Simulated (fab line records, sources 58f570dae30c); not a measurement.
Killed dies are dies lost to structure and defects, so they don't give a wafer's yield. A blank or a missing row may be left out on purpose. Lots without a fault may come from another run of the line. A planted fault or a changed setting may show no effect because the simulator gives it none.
Which tool did it? | flow berkeley_cmos170 | 14 lots, 42 wafers sampled, at 5 steps of a route of 331

WHAT THE GAUGES READ, wafer by wafer
UCB170_ACTIVE_CD_MEAS_13: target cd 1200 nm.
lot  | measured     | on        | cd_nm (nm)
L490 | day 4 18:47  | cd_sem-02 | 1200.1 1199.5 1199.5
L491 | day 5 04:14  | cd_sem-01 | 1199.7 1200.5 1200.3
L493 | day 5 12:17  | cd_sem-01 | 1200.3 1198.1 1199.8
L495 | day 5 20:28  | cd_sem-02 | 1202.7 1201.8 1202.8
L496 | day 6 04:48  | cd_sem-01 | 1201.5 1203.0 1202.0
L499 | day 6 14:16  | cd_sem-02 | 1196.9 1198.8 1198.0
L500 | day 7 09:15  | cd_sem-01 | 1201.3 1201.0 1200.6
L505 | day 8 02:28  | cd_sem-01 | 1200.3 1199.2 1198.6
L509 | day 8 18:50  | cd_sem-01 | 1200.5 1200.4 1200.4
L508 | day 8 18:57  | cd_sem-02 | 1198.5 1199.9 1198.5
L510 | day 9 04:54  | cd_sem-01 | 1199.3 1199.7 1199.6
L511 | day 9 05:28  | cd_sem-01 | 1202.8 1203.9 1203.0
L512 | day 9 05:29  | cd_sem-02 | 1199.0 1199.9 1200.2
L513 | day 10 04:29 | cd_sem-02 | 1200.6 1201.5 1201.7

UCB170_FIELD_THK_MEAS_90.
lot  | measured     | on            | FIELD_OXIDE_LEFT_1_THK (nm)
L490 | day 5 16:21  | film_metro-03 | 441 445 450
L491 | day 6 00:38  | film_metro-01 | 429 429 427
L493 | day 6 07:08  | film_metro-04 | 408 415 420
L495 | day 6 17:09  | film_metro-04 | 424 426 424
L496 | day 7 05:00  | film_metro-04 | 442 445 456
L499 | day 7 11:34  | film_metro-01 | 446 452 444
L500 | day 8 07:28  | film_metro-04 | 443 440 443
L505 | day 8 22:47  | film_metro-01 | 433 434 427
L509 | day 9 11:15  | film_metro-03 | 430 432 426
L508 | day 9 11:17  | film_metro-04 | 413 432 429
L510 | day 10 06:05 | film_metro-03 | 426 427 415
L511 | day 10 06:08 | film_metro-04 | 439 443 447
L512 | day 10 06:06 | film_metro-04 | 436 444 435
L513 | day 11 02:21 | film_metro-04 | 443 441 432

UCB170_PVT_TW_MEAS_09.
lot  | measured     | on            | PVT_TW
L490 | day 6 11:47  | film_metro-03 | 508 510 506
L491 | day 6 17:50  | film_metro-04 | 516 516 516
L493 | day 7 10:33  | film_metro-04 | 514 510 510
L495 | day 7 17:45  | film_metro-04 | 514 513 512
L496 | day 8 05:13  | film_metro-04 | 511 511 511
L499 | day 8 11:19  | film_metro-01 | 504 501 501
L500 | day 9 04:55  | film_metro-03 | 505 504 503
L505 | day 9 15:10  | film_metro-04 | 509 507 510
L509 | day 10 12:37 | film_metro-04 | 485 485 486 486 484 485
L508 | day 10 13:13 | film_metro-03 | 508 508 509
L510 | day 10 23:09 | film_metro-04 | 486 485 485 487 489 485
L511 | day 10 23:36 | film_metro-03 | 510 509 510
L512 | day 10 23:19 | film_metro-01 | 500 505 504
L513 | day 11 20:40 | film_metro-03 | 505 507 509

WHICH TOOL RAN EACH LOT (tool, then ch and the chambers of the sampled wafers, then the start)
lot  | UCB170_PVT_IMPLANT_07           | UCB170_PVT_STRIP_08
L490 | implanter-03 ch 0, day 6 11:32  | plasma_asher-01 ch 0,1, day 6 11:41
L491 | implanter-03 ch 0, day 6 17:35  | plasma_asher-02 ch 0,1, day 6 17:44
L493 | implanter-01 ch 0, day 7 10:18  | plasma_asher-01 ch 0,1, day 7 10:27
L495 | implanter-01 ch 0, day 7 17:30  | plasma_asher-03 ch 0,1, day 7 17:39
L496 | implanter-01 ch 0, day 8 04:58  | plasma_asher-03 ch 0,1, day 8 05:07
L499 | implanter-03 ch 0, day 8 11:05  | plasma_asher-03 ch 0,1, day 8 11:13
L500 | implanter-02 ch 0, day 9 04:40  | plasma_asher-01 ch 0,1, day 9 04:49
L505 | implanter-02 ch 0, day 9 14:55  | plasma_asher-02 ch 0,1, day 9 15:03
L509 | implanter-03 ch 0, day 10 12:22 | plasma_asher-03 ch 0,1, day 10 12:31
L508 | implanter-01 ch 0, day 10 12:58 | plasma_asher-01 ch 0,1, day 10 13:07
L510 | implanter-03 ch 0, day 10 22:54 | plasma_asher-01 ch 0,1, day 10 23:03
L511 | implanter-01 ch 0, day 10 23:21 | plasma_asher-01 ch 0, day 10 23:30
L512 | implanter-02 ch 0, day 10 23:06 | plasma_asher-03 ch 0,1, day 10 23:14
L513 | implanter-01 ch 0, day 11 20:25 | plasma_asher-02 ch 0,1, day 11 20:34
- UCB170_PVT_IMPLANT_07
- UCB170_PVT_STRIP_08: strips in O2.

WHAT THE TOOLS THEMSELVES READ (means of the sampled wafers that have a number; where no wafer has one, the mark that the record gives instead)
UCB170_PVT_IMPLANT_07.
lot  | tool         | beam_energy_keV | tilt_deg (degrees)
L490 | implanter-03 | 29.989          | 6.978
L491 | implanter-03 | 30.005          | 7.024
L493 | implanter-01 | 30.001          | 7.000
L495 | implanter-01 | 30.002          | 7.011
L496 | implanter-01 | 29.995          | 6.967
L499 | implanter-03 | 29.999          | 7.010
L500 | implanter-02 | 29.987          | 7.006
L505 | implanter-02 | 29.987          | 6.986
L509 | implanter-03 | 24.595          | 7.010
L508 | implanter-01 | 30.004          | 6.990
L510 | implanter-03 | 24.605          | 7.008
L511 | implanter-01 | 30.021          | 6.993
L512 | implanter-02 | 30.004          | 6.993
L513 | implanter-01 | 29.995          | 7.009

UCB170_PVT_STRIP_08.
lot  | tool            | drypump_motor_current_A (A) | o2_flow_sccm (sccm) | oes_product_au (a.u.) | strip_time_to_endpoint_s (s)
L490 | plasma_asher-01 | 6.4                         | 401.9               | 0.734                 | 21.52
L491 | plasma_asher-02 | 5.9                         | 399.6               | 0.740                 | 21.58
L493 | plasma_asher-01 | 6.2                         | 400.8               | 0.736                 | 21.64
L495 | plasma_asher-03 | 5.6                         | 400.3               | 0.739                 | 21.55
L496 | plasma_asher-03 | 5.6                         | 400.4               | 0.735                 | 21.71
L499 | plasma_asher-03 | 5.6                         | 400.2               | 0.739                 | 21.67
L500 | plasma_asher-01 | 6.2                         | 399.8               | 0.733                 | 21.64
L505 | plasma_asher-02 | 5.5                         | 400.9               | 0.734                 | 21.69
L509 | plasma_asher-03 | 5.6                         | 399.6               | 0.737                 | 21.59
L508 | plasma_asher-01 | 6.2                         | 400.4               | 0.735                 | 21.62
L510 | plasma_asher-01 | 6.4                         | 399.1               | 0.739                 | 21.63
L511 | plasma_asher-01 | 6.5                         | 400.8               | 0.733                 | 21.63
L512 | plasma_asher-03 | 5.6                         | 400.8               | 0.736                 | 21.58
L513 | plasma_asher-02 | 5.8                         | 400.2               | 0.733                 | 21.67

THE ANSWER, worked out from the rows above alone
Rule: what is usual is taken from the lots themselves. Put in order of their means at a reading, lots are off if they are a third of the lots or fewer, leave a main group of 4 or more, and stand apart from it by a gap of 3 or more times the standard deviation of the main group's means; of several such gaps the widest counts. A main group whose means are all the same, to the digits that the tables above print for the reading, isn't used. A lot without any number at a reading at which 4 lots or more have one is off too. The other lots that the step has rows for count as sound. The gauges are gone through in route order, then the tools' own readings, and for those a lot's mean is taken as printed above. The first step at which some lot is off is used, and at that step the reading that is off furthest; a lot without a number counts as furthest.
Off: L509, L510, at UCB170_PVT_TW_MEAS_09 (PVT_TW). The main group: mean 508, standard deviation 4.
A tool fits if, at a process step before that reading, it ran every lot that is off, and no sound lot after the first of them. The gauges at UCB170_PVT_TW_MEAS_09 aren't tried: what is off there is off at UCB170_PVT_IMPLANT_07 too, on other tools, and a gauge's error can't cause that. One fits: implanter-03 at UCB170_PVT_IMPLANT_07. Its last sound lot is L499 (day 8 11:05), its first lot that is off L509 (day 10 12:22): a fault that began between those two fits.
The tool's own readings at UCB170_PVT_IMPLANT_07 bear it out: on the lots that are off they differ by more than 5 times the standard deviation of the sound lots' means. beam_energy_keV reads 24.600 there against 29.999 on the sound lots.

WHAT THE SIMULATOR HAD PUT IN
Process parameter drift: implanter-03, from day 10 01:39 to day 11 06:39, at UCB170_PVT_IMPLANT_07. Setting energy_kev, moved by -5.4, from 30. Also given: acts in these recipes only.
Lots struck among those shown: L509, L510. The rule above found the same.
